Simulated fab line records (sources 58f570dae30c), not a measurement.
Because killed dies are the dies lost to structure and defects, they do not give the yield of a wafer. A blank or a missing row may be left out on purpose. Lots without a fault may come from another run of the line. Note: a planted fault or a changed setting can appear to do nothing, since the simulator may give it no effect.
The tool behind it: which one? || flow berkeleyCmos170 || 13 lots, 39 wafers sampled, at 6 steps of a route of 331

== WHAT THE GAUGES SHOWED, per wafer ==
UCB170_PWELL_THK_MEAS_03. Usual: PWELL_OXIDE_THK gives 26.5 nm (standard deviation 0.52).
{"lot": "L712", "measured": "day 2 17:00", "on": "filmMetro-04", "PWELL_OXIDE_THK (nm)": "27.0 27.2 27.1", "flag": ""}
{"lot": "L713", "measured": "day 2 23:54", "on": "filmMetro-04", "PWELL_OXIDE_THK (nm)": "26.2 26.6 26.6", "flag": ""}
{"lot": "L715", "measured": "day 3 09:35", "on": "filmMetro-02", "PWELL_OXIDE_THK (nm)": "26.6 26.4 27.1", "flag": ""}
{"lot": "L718", "measured": "day 4 04:44", "on": "filmMetro-02", "PWELL_OXIDE_THK (nm)": "26.0 26.2 26.1", "flag": ""}
{"lot": "L719", "measured": "day 4 11:19", "on": "filmMetro-02", "PWELL_OXIDE_THK (nm)": "26.2 26.7 26.6", "flag": ""}
{"lot": "L720", "measured": "day 4 11:20", "on": "filmMetro-04", "PWELL_OXIDE_THK (nm)": "26.2 26.6 26.4", "flag": ""}
{"lot": "L721", "measured": "day 4 18:59", "on": "filmMetro-02", "PWELL_OXIDE_THK (nm)": "26.3 26.5 26.4", "flag": ""}
{"lot": "L724", "measured": "day 5 01:25", "on": "filmMetro-02", "PWELL_OXIDE_THK (nm)": "26.3 25.9 26.2", "flag": ""}
{"lot": "L728", "measured": "day 5 19:48", "on": "filmMetro-02", "PWELL_OXIDE_THK (nm)": "26.3 26.7 26.3", "flag": ""}
{"lot": "L730", "measured": "day 6 10:40", "on": "filmMetro-02", "PWELL_OXIDE_THK (nm)": "26.5 25.7 26.3", "flag": ""}
{"lot": "L731", "measured": "day 6 16:05", "on": "filmMetro-04", "PWELL_OXIDE_THK (nm)": "25.8 25.4 26.1", "flag": ""}
{"lot": "L732", "measured": "day 7 00:53", "on": "filmMetro-04", "PWELL_OXIDE_THK (nm)": "26.8 26.5 27.3", "flag": ""}
{"lot": "L734", "measured": "day 7 10:35", "on": "filmMetro-03", "PWELL_OXIDE_THK (nm)": "26.0 26.2 26.1", "flag": ""}

UCB170_SILICIDE_RS_MEAS_02: measurement is done with a four-point probe. Usual: SILICIDE_TI_RS gives 26.2 ohm/sq (standard deviation 0.36).
{"lot": "L712", "measured": "day 6 16:36", "on": "filmMetro-03", "SILICIDE_TI_RS (ohm/sq)": "26.6 26.1 26.7", "flag": ""}
{"lot": "L713", "measured": "day 7 02:38", "on": "filmMetro-03", "SILICIDE_TI_RS (ohm/sq)": "26.2 26.7 26.2", "flag": ""}
{"lot": "L715", "measured": "day 7 02:13", "on": "filmMetro-04", "SILICIDE_TI_RS (ohm/sq)": "26.3 27.0 27.1", "flag": ""}
{"lot": "L718", "measured": "day 8 05:32", "on": "filmMetro-04", "SILICIDE_TI_RS (ohm/sq)": "26.2 26.5 26.1", "flag": ""}
{"lot": "L719", "measured": "day 8 13:11", "on": "filmMetro-04", "SILICIDE_TI_RS (ohm/sq)": "26.5 25.9 26.6", "flag": ""}
{"lot": "L720", "measured": "day 8 13:49", "on": "filmMetro-03", "SILICIDE_TI_RS (ohm/sq)": "26.3 26.0 26.1", "flag": ""}
{"lot": "L721", "measured": "day 8 23:20", "on": "filmMetro-04", "SILICIDE_TI_RS (ohm/sq)": "26.4 26.5 25.9", "flag": ""}
{"lot": "L724", "measured": "day 8 23:37", "on": "filmMetro-04", "SILICIDE_TI_RS (ohm/sq)": "26.4 30.3 29.9", "flag": "OFF"}
{"lot": "L728", "measured": "day 10 05:22", "on": "filmMetro-04", "SILICIDE_TI_RS (ohm/sq)": "26.5 26.4 26.3", "flag": ""}
{"lot": "L730", "measured": "day 10 16:59", "on": "filmMetro-03", "SILICIDE_TI_RS (ohm/sq)": "26.0 26.1 26.0", "flag": ""}
{"lot": "L731", "measured": "day 11 03:38", "on": "filmMetro-04", "SILICIDE_TI_RS (ohm/sq)": "26.3 26.4 26.6", "flag": ""}
{"lot": "L732", "measured": "day 11 12:25", "on": "filmMetro-04", "SILICIDE_TI_RS (ohm/sq)": "26.2 26.1 26.0", "flag": ""}
{"lot": "L734", "measured": "day 11 22:55", "on": "filmMetro-02", "SILICIDE_TI_RS (ohm/sq)": "25.7 25.8 25.9", "flag": ""}

UCB170_SILICIDE_THK_MEAS_03: measures by xrf. Usual: SILICIDE_TI_THK gives 29.4 nm (standard deviation 0.44).
{"lot": "L712", "measured": "day 6 16:43", "on": "filmMetro-03", "SILICIDE_TI_THK (nm)": "29.3 29.8 29.1", "flag": ""}
{"lot": "L713", "measured": "day 7 02:46", "on": "filmMetro-03", "SILICIDE_TI_THK (nm)": "29.5 29.1 29.4", "flag": ""}
{"lot": "L715", "measured": "day 7 02:20", "on": "filmMetro-04", "SILICIDE_TI_THK (nm)": "29.1 28.6 28.5", "flag": ""}
{"lot": "L718", "measured": "day 8 05:39", "on": "filmMetro-04", "SILICIDE_TI_THK (nm)": "29.1 28.9 29.1", "flag": ""}
{"lot": "L719", "measured": "day 8 13:17", "on": "filmMetro-04", "SILICIDE_TI_THK (nm)": "28.7 29.4 28.6", "flag": ""}
{"lot": "L720", "measured": "day 8 13:55", "on": "filmMetro-03", "SILICIDE_TI_THK (nm)": "29.6 29.8 29.8", "flag": ""}
{"lot": "L721", "measured": "day 8 23:28", "on": "filmMetro-04", "SILICIDE_TI_THK (nm)": "28.8 28.9 29.1", "flag": ""}
{"lot": "L724", "measured": "day 8 23:43", "on": "filmMetro-04", "SILICIDE_TI_THK (nm)": "29.1 25.8 26.0", "flag": "OFF"}
{"lot": "L728", "measured": "day 10 05:28", "on": "filmMetro-04", "SILICIDE_TI_THK (nm)": "28.9 29.2 29.2", "flag": ""}
{"lot": "L730", "measured": "day 10 17:06", "on": "filmMetro-03", "SILICIDE_TI_THK (nm)": "29.9 30.0 29.8", "flag": ""}
{"lot": "L731", "measured": "day 11 03:46", "on": "filmMetro-04", "SILICIDE_TI_THK (nm)": "29.0 29.1 28.9", "flag": ""}
{"lot": "L732", "measured": "day 11 12:31", "on": "filmMetro-04", "SILICIDE_TI_THK (nm)": "29.2 29.3 29.2", "flag": ""}
{"lot": "L734", "measured": "day 11 23:01", "on": "filmMetro-02", "SILICIDE_TI_THK (nm)": "29.8 29.8 29.9", "flag": ""}

== EACH LOT AND THE TOOL THAT RAN IT (in order: tool; ch and the chambers of the sampled wafers; start) ==
{"lot": "L712", "UCB170_PVT_STRIP_08": "plasmaAsher-02 ch 0,1, day 5 11:07", "UCB170_GATE_STRIP_16": "plasmaAsher-02 ch 0,1, day 5 22:35", "UCB170_SILICIDE_SPUTTER_01": "pvdSputter-01, day 6 16:34"}
{"lot": "L713", "UCB170_PVT_STRIP_08": "plasmaAsher-02 ch 0,1, day 5 23:25", "UCB170_GATE_STRIP_16": "plasmaAsher-04 ch 0,1, day 6 09:54", "UCB170_SILICIDE_SPUTTER_01": "pvdSputter-02, day 7 02:37"}
{"lot": "L715", "UCB170_PVT_STRIP_08": "plasmaAsher-02 ch 0, day 5 23:42", "UCB170_GATE_STRIP_16": "plasmaAsher-02 ch 0, day 6 09:37", "UCB170_SILICIDE_SPUTTER_01": "pvdSputter-01, day 7 02:08"}
{"lot": "L718", "UCB170_PVT_STRIP_08": "plasmaAsher-01 ch 0,1, day 6 22:46", "UCB170_GATE_STRIP_16": "plasmaAsher-02 ch 0,1, day 7 11:18", "UCB170_SILICIDE_SPUTTER_01": "pvdSputter-01, day 8 05:30"}
{"lot": "L719", "UCB170_PVT_STRIP_08": "plasmaAsher-02 ch 0,1, day 7 10:25", "UCB170_GATE_STRIP_16": "plasmaAsher-04 ch 0,1, day 7 23:37", "UCB170_SILICIDE_SPUTTER_01": "pvdSputter-01, day 8 13:07"}
{"lot": "L720", "UCB170_PVT_STRIP_08": "plasmaAsher-03 ch 0,1, day 7 10:45", "UCB170_GATE_STRIP_16": "plasmaAsher-02 ch 0,1, day 7 23:25", "UCB170_SILICIDE_SPUTTER_01": "pvdSputter-03, day 8 13:44"}
{"lot": "L721", "UCB170_PVT_STRIP_08": "plasmaAsher-02 ch 0,1, day 7 19:10", "UCB170_GATE_STRIP_16": "plasmaAsher-04 ch 0,1, day 8 08:30", "UCB170_SILICIDE_SPUTTER_01": "pvdSputter-02, day 8 23:19"}
{"lot": "L724", "UCB170_PVT_STRIP_08": "plasmaAsher-03 ch 0,1, day 7 19:23", "UCB170_GATE_STRIP_16": "plasmaAsher-03 ch 0,1, day 8 08:22", "UCB170_SILICIDE_SPUTTER_01": "pvdSputter-01, day 8 23:32"}
{"lot": "L728", "UCB170_PVT_STRIP_08": "plasmaAsher-03 ch 0,1, day 8 22:14", "UCB170_GATE_STRIP_16": "plasmaAsher-04 ch 0,1, day 9 12:55", "UCB170_SILICIDE_SPUTTER_01": "pvdSputter-02, day 10 05:19"}
{"lot": "L730", "UCB170_PVT_STRIP_08": "plasmaAsher-02 ch 0,1, day 9 09:41", "UCB170_GATE_STRIP_16": "plasmaAsher-02 ch 0,1, day 10 00:58", "UCB170_SILICIDE_SPUTTER_01": "pvdSputter-03, day 10 16:57"}
{"lot": "L731", "UCB170_PVT_STRIP_08": "plasmaAsher-01 ch 0,1, day 9 22:02", "UCB170_GATE_STRIP_16": "plasmaAsher-04 ch 0,1, day 10 13:01", "UCB170_SILICIDE_SPUTTER_01": "pvdSputter-03, day 11 03:37"}
{"lot": "L732", "UCB170_PVT_STRIP_08": "plasmaAsher-03 ch 0,1, day 10 08:21", "UCB170_GATE_STRIP_16": "plasmaAsher-02 ch 0,1, day 10 20:48", "UCB170_SILICIDE_SPUTTER_01": "pvdSputter-02, day 11 12:20"}
{"lot": "L734", "UCB170_PVT_STRIP_08": "plasmaAsher-03 ch 0,1, day 10 18:18", "UCB170_GATE_STRIP_16": "plasmaAsher-02 ch 0,1, day 11 05:42", "UCB170_SILICIDE_SPUTTER_01": "pvdSputter-02, day 11 22:50"}
- UCB170_PVT_STRIP_08: strips in O2.
- UCB170_GATE_STRIP_16: strips in O2.
- UCB170_SILICIDE_SPUTTER_01: material Ti, target thk 30 nm, time 25 s.

== WHAT THE TOOLS THEMSELVES READ (means of the sampled wafers that have a number; where no wafer has one, the mark that the record gives instead) ==
UCB170_PVT_STRIP_08. Usual: drypumpMotorCurrentA 5.7 A, standard deviation 0.35; oesProductAu 0.735 a.u., standard deviation 0.0044; stripTimeToEndpointS 21.67 s, standard deviation 0.063.
{"lot": "L712", "tool": "plasmaAsher-02", "drypumpMotorCurrentA (A)": 5.7, "oesProductAu (a.u.)": 0.733, "stripTimeToEndpointS (s)": 21.65, "flag": ""}
{"lot": "L713", "tool": "plasmaAsher-02", "drypumpMotorCurrentA (A)": 5.7, "oesProductAu (a.u.)": 0.733, "stripTimeToEndpointS (s)": 21.69, "flag": ""}
{"lot": "L715", "tool": "plasmaAsher-02", "drypumpMotorCurrentA (A)": 5.8, "oesProductAu (a.u.)": 0.740, "stripTimeToEndpointS (s)": 21.64, "flag": ""}
{"lot": "L718", "tool": "plasmaAsher-01", "drypumpMotorCurrentA (A)": 5.2, "oesProductAu (a.u.)": 0.736, "stripTimeToEndpointS (s)": 21.59, "flag": ""}
{"lot": "L719", "tool": "plasmaAsher-02", "drypumpMotorCurrentA (A)": 5.6, "oesProductAu (a.u.)": 0.734, "stripTimeToEndpointS (s)": 21.69, "flag": ""}
{"lot": "L720", "tool": "plasmaAsher-03", "drypumpMotorCurrentA (A)": 6.0, "oesProductAu (a.u.)": 0.732, "stripTimeToEndpointS (s)": 21.64, "flag": ""}
{"lot": "L721", "tool": "plasmaAsher-02", "drypumpMotorCurrentA (A)": 5.7, "oesProductAu (a.u.)": 0.736, "stripTimeToEndpointS (s)": 21.63, "flag": ""}
{"lot": "L724", "tool": "plasmaAsher-03", "drypumpMotorCurrentA (A)": 6.0, "oesProductAu (a.u.)": 0.737, "stripTimeToEndpointS (s)": 21.54, "flag": ""}
{"lot": "L728", "tool": "plasmaAsher-03", "drypumpMotorCurrentA (A)": 6.0, "oesProductAu (a.u.)": 0.736, "stripTimeToEndpointS (s)": 21.63, "flag": ""}
{"lot": "L730", "tool": "plasmaAsher-02", "drypumpMotorCurrentA (A)": 5.7, "oesProductAu (a.u.)": 0.734, "stripTimeToEndpointS (s)": 21.75, "flag": ""}
{"lot": "L731", "tool": "plasmaAsher-01", "drypumpMotorCurrentA (A)": 5.4, "oesProductAu (a.u.)": 0.735, "stripTimeToEndpointS (s)": 21.68, "flag": ""}
{"lot": "L732", "tool": "plasmaAsher-03", "drypumpMotorCurrentA (A)": 6.2, "oesProductAu (a.u.)": 0.735, "stripTimeToEndpointS (s)": 21.72, "flag": ""}
{"lot": "L734", "tool": "plasmaAsher-03", "drypumpMotorCurrentA (A)": 6.0, "oesProductAu (a.u.)": 0.739, "stripTimeToEndpointS (s)": 21.81, "flag": ""}

UCB170_GATE_STRIP_16. Usual: drypumpMotorCurrentA 5.79 A, standard deviation 0.27; oesProductAu 0.725 a.u., standard deviation 0.0044.
{"lot": "L712", "tool": "plasmaAsher-02", "drypumpMotorCurrentA (A)": 5.59, "oesProductAu (a.u.)": 0.727, "flag": ""}
{"lot": "L713", "tool": "plasmaAsher-04", "drypumpMotorCurrentA (A)": 5.79, "oesProductAu (a.u.)": 0.722, "flag": ""}
{"lot": "L715", "tool": "plasmaAsher-02", "drypumpMotorCurrentA (A)": 5.77, "oesProductAu (a.u.)": 0.726, "flag": ""}
{"lot": "L718", "tool": "plasmaAsher-02", "drypumpMotorCurrentA (A)": 5.68, "oesProductAu (a.u.)": 0.726, "flag": ""}
{"lot": "L719", "tool": "plasmaAsher-04", "drypumpMotorCurrentA (A)": 5.77, "oesProductAu (a.u.)": 0.724, "flag": ""}
{"lot": "L720", "tool": "plasmaAsher-02", "drypumpMotorCurrentA (A)": 5.59, "oesProductAu (a.u.)": 0.726, "flag": ""}
{"lot": "L721", "tool": "plasmaAsher-04", "drypumpMotorCurrentA (A)": 5.81, "oesProductAu (a.u.)": 0.728, "flag": ""}
{"lot": "L724", "tool": "plasmaAsher-03", "drypumpMotorCurrentA (A)": 5.98, "oesProductAu (a.u.)": 0.726, "flag": ""}
{"lot": "L728", "tool": "plasmaAsher-04", "drypumpMotorCurrentA (A)": 5.67, "oesProductAu (a.u.)": 0.727, "flag": ""}
{"lot": "L730", "tool": "plasmaAsher-02", "drypumpMotorCurrentA (A)": 5.68, "oesProductAu (a.u.)": 0.727, "flag": ""}
{"lot": "L731", "tool": "plasmaAsher-04", "drypumpMotorCurrentA (A)": 5.78, "oesProductAu (a.u.)": 0.729, "flag": ""}
{"lot": "L732", "tool": "plasmaAsher-02", "drypumpMotorCurrentA (A)": 5.60, "oesProductAu (a.u.)": 0.722, "flag": ""}
{"lot": "L734", "tool": "plasmaAsher-02", "drypumpMotorCurrentA (A)": 5.69, "oesProductAu (a.u.)": 0.721, "flag": ""}

UCB170_SILICIDE_SPUTTER_01. Usual: throttleValvePct 30.3 %, standard deviation 0.79.
{"lot": "L712", "tool": "pvdSputter-01", "throttleValvePct (%)": 31.4, "flag": ""}
{"lot": "L713", "tool": "pvdSputter-02", "throttleValvePct (%)": 29.4, "flag": ""}
{"lot": "L715", "tool": "pvdSputter-01", "throttleValvePct (%)": 31.1, "flag": ""}
{"lot": "L718", "tool": "pvdSputter-01", "throttleValvePct (%)": 31.1, "flag": ""}
{"lot": "L719", "tool": "pvdSputter-01", "throttleValvePct (%)": 31.2, "flag": ""}
{"lot": "L720", "tool": "pvdSputter-03", "throttleValvePct (%)": 29.9, "flag": ""}
{"lot": "L721", "tool": "pvdSputter-02", "throttleValvePct (%)": 29.9, "flag": ""}
{"lot": "L724", "tool": "pvdSputter-01", "throttleValvePct (%)": 31.1, "flag": ""}
{"lot": "L728", "tool": "pvdSputter-02", "throttleValvePct (%)": 30.3, "flag": ""}
{"lot": "L730", "tool": "pvdSputter-03", "throttleValvePct (%)": 29.4, "flag": ""}
{"lot": "L731", "tool": "pvdSputter-03", "throttleValvePct (%)": 29.3, "flag": ""}
{"lot": "L732", "tool": "pvdSputter-02", "throttleValvePct (%)": 30.3, "flag": ""}
{"lot": "L734", "tool": "pvdSputter-02", "throttleValvePct (%)": 30.1, "flag": ""}

== THE ANSWER, worked out from the rows above alone ==
Rule: a lot counts as off when the mean over its wafers that have a number is more than 3 standard deviations away from the usual mean. Also off: a lot with no number at a reading for which 4 or more lots have one. All remaining lots with rows at the step are treated as sound. Order of review: gauges by route order, followed by the tools' own readings, for which a lot's mean as printed above is used. At the first step where some lot is off, the reading lying furthest off is the one used; lots without a number count as furthest.
Off: L724, at UCB170_SILICIDE_RS_MEAS_02 (SILICIDE_TI_RS).
If a tool, at a process step before that reading, ran all the lots that are off and no sound lot after the first of them, it fits. Gauges at UCB170_SILICIDE_RS_MEAS_02: tried the same way as those tools. 2 tools fit, plasmaAsher-03 at UCB170_GATE_STRIP_16 and pvdSputter-01 at UCB170_SILICIDE_SPUTTER_01, so this cannot tell which one it is.

== WHAT THE SIMULATOR PUT IN ==
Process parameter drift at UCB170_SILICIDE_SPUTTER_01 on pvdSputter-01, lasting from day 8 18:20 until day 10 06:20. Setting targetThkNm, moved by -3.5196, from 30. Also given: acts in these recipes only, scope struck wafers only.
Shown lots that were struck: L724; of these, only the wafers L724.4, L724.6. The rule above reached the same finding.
